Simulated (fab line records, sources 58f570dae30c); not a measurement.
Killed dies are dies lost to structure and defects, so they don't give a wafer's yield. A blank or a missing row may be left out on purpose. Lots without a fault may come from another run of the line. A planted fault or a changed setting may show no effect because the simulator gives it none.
Which tool did it? | flow berkeley_cmos170 | 14 lots, 42 wafers sampled, at 4 steps of a route of 331

WHAT THE GAUGES READ, wafer by wafer
UCB170_NWELL_OVL_MEAS_12.
lot  | measured    | on         | NWELL_OVL (nm)
L841 | day 2 05:37 | overlay-01 | -2 6 -1
L842 | day 2 11:53 | overlay-02 | 0 1 3
L843 | day 2 16:22 | overlay-01 | 11 1 3
L845 | day 3 00:35 | overlay-02 | 9 2 9
L844 | day 3 00:51 | overlay-01 | 0 0 -4
L846 | day 3 06:30 | overlay-01 | 2 -7 -8
L850 | day 4 04:28 | overlay-01 | 2 1 4
L853 | day 4 22:51 | overlay-01 | 4 2 0
L855 | day 5 07:06 | overlay-02 | 6 8 8
L856 | day 5 08:27 | overlay-01 | 1 5 -3
L857 | day 5 13:17 | overlay-02 | 11 7 8
L858 | day 5 19:09 | overlay-01 | -3 0 -6
L861 | day 6 12:19 | overlay-02 | 2 -3 -4
L864 | day 7 01:41 | overlay-02 | -1 0 2

UCB170_FIELD_THK_MEAS_90.
lot  | measured    | on            | FIELD_OXIDE_LEFT_1_THK (nm)
L841 | day 4 19:38 | film_metro-02 | 439 435 452
L842 | day 5 04:04 | film_metro-03 | 443 443 446
L843 | day 5 18:58 | film_metro-02 | 449 449 453
L845 | day 5 18:57 | film_metro-03 | 445 443 446
L844 | day 5 18:53 | film_metro-03 | 457 458 445
L846 | day 5 18:53 | film_metro-02 | 461 467 465
L850 | day 6 17:24 | film_metro-03 | 450 458 461
L853 | day 7 07:53 | film_metro-03 | 445 438 438
L855 | day 7 20:25 | film_metro-02 | 454 460 459
L856 | day 7 20:24 | film_metro-03 | 454 452 452
L857 | day 8 02:54 | film_metro-03 | 421 417 426
L858 | day 8 07:33 | film_metro-02 | 446 441 430
L861 | day 9 01:55 | film_metro-02 | 424 424 425
L864 | day 9 12:04 | film_metro-03 | 446 452 454

UCB170_NLDD_TW_MEAS_11.
lot  | measured     | on            | NLDD_TW
L841 | day 6 03:57  | film_metro-04 | 2225 2230 2230
L842 | day 6 12:35  | film_metro-01 | 2292 2294 2283
L843 | day 7 02:52  | film_metro-04 | 2224 2232 2237
L845 | day 7 01:20  | film_metro-04 | 2231 2228 2218
L844 | day 7 00:36  | film_metro-01 | 2289 2271 2280
L846 | day 7 00:12  | film_metro-04 | 2213 2210 2226
L850 | day 8 07:05  | film_metro-02 | 2227 2229 2236
L853 | day 8 20:27  | film_metro-01 | 2147 2172 2143
L855 | day 9 05:31  | film_metro-04 | 2098 2098 2120
L856 | day 9 05:58  | film_metro-02 | 2246 2242 2229
L857 | day 9 09:43  | film_metro-02 | 2250 2244 2239
L858 | day 9 19:31  | film_metro-04 | 2225 2213 2214
L861 | day 10 07:56 | film_metro-04 | 2204 2208 2209
L864 | day 10 19:23 | film_metro-01 | 2270 2274 2273

WHICH TOOL RAN EACH LOT (tool, then ch and the chambers of the sampled wafers, then the start)
lot  | UCB170_NLDD_IMPLANT_09
L841 | implanter-02 ch 0, day 6 03:43
L842 | implanter-03 ch 0, day 6 12:21
L843 | implanter-01 ch 0, day 7 02:38
L845 | implanter-01 ch 0, day 7 01:05
L844 | implanter-02 ch 0, day 7 00:21
L846 | implanter-01 ch 0, day 6 23:57
L850 | implanter-02 ch 0, day 8 06:52
L853 | implanter-02 ch 0, day 8 20:14
L855 | implanter-02 ch 0, day 9 05:17
L856 | implanter-01 ch 0, day 9 05:43
L857 | implanter-03 ch 0, day 9 09:31
L858 | implanter-03 ch 0, day 9 19:17
L861 | implanter-01 ch 0, day 10 07:44
L864 | implanter-01 ch 0, day 10 19:08
- UCB170_NLDD_IMPLANT_09

WHAT THE TOOLS THEMSELVES READ (means of the sampled wafers that have a number; where no wafer has one, the mark that the record gives instead)
UCB170_NLDD_IMPLANT_09.
lot  | tool         | beam_energy_keV
L841 | implanter-02 | 30.000
L842 | implanter-03 | 30.005
L843 | implanter-01 | 29.998
L845 | implanter-01 | 30.007
L844 | implanter-02 | 29.990
L846 | implanter-01 | 29.983
L850 | implanter-02 | 30.006
L853 | implanter-02 | 19.496
L855 | implanter-02 | 19.503
L856 | implanter-01 | 29.999
L857 | implanter-03 | 30.003
L858 | implanter-03 | 30.002
L861 | implanter-01 | 30.001
L864 | implanter-01 | 30.001

THE ANSWER, worked out from the rows above alone
Rule: what is usual is taken from the lots themselves. Put in order of their means at a reading, lots are off if they are a third of the lots or fewer, leave a main group of 4 or more, and stand apart from it by a gap of 3 or more times the standard deviation of the main group's means; of several such gaps the widest counts. A main group whose means are all the same, to the digits that the tables above print for the reading, isn't used. A lot without any number at a reading at which 4 lots or more have one is off too. The other lots that the step has rows for count as sound. The gauges are gone through in route order, then the tools' own readings, and for those a lot's mean is taken as printed above. The first step at which some lot is off is used, and at that step the reading that is off furthest; a lot without a number counts as furthest.
Off: L853, L855, at UCB170_NLDD_IMPLANT_09 (beam_energy_keV). The main group: mean 30.000, standard deviation 0.0066.
A tool fits if, at that step or a process step before it, it ran every lot that is off, and no sound lot after the first of them. One fits: implanter-02 at UCB170_NLDD_IMPLANT_09. Its last sound lot is L850 (day 8 06:52), its first lot that is off L853 (day 8 20:14): a fault that began between those two fits.
The tool's own readings at UCB170_NLDD_IMPLANT_09 bear it out: on the lots that are off they differ by more than 5 times the standard deviation of the sound lots' means. beam_energy_keV reads 19.499 there against 30.000 on the sound lots.

WHAT THE SIMULATOR HAD PUT IN
Process parameter drift: implanter-02, from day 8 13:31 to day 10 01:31, at UCB170_NLDD_IMPLANT_09. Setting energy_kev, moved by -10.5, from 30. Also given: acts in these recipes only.
Lots struck among those shown: L853, L855. The rule above found the same.
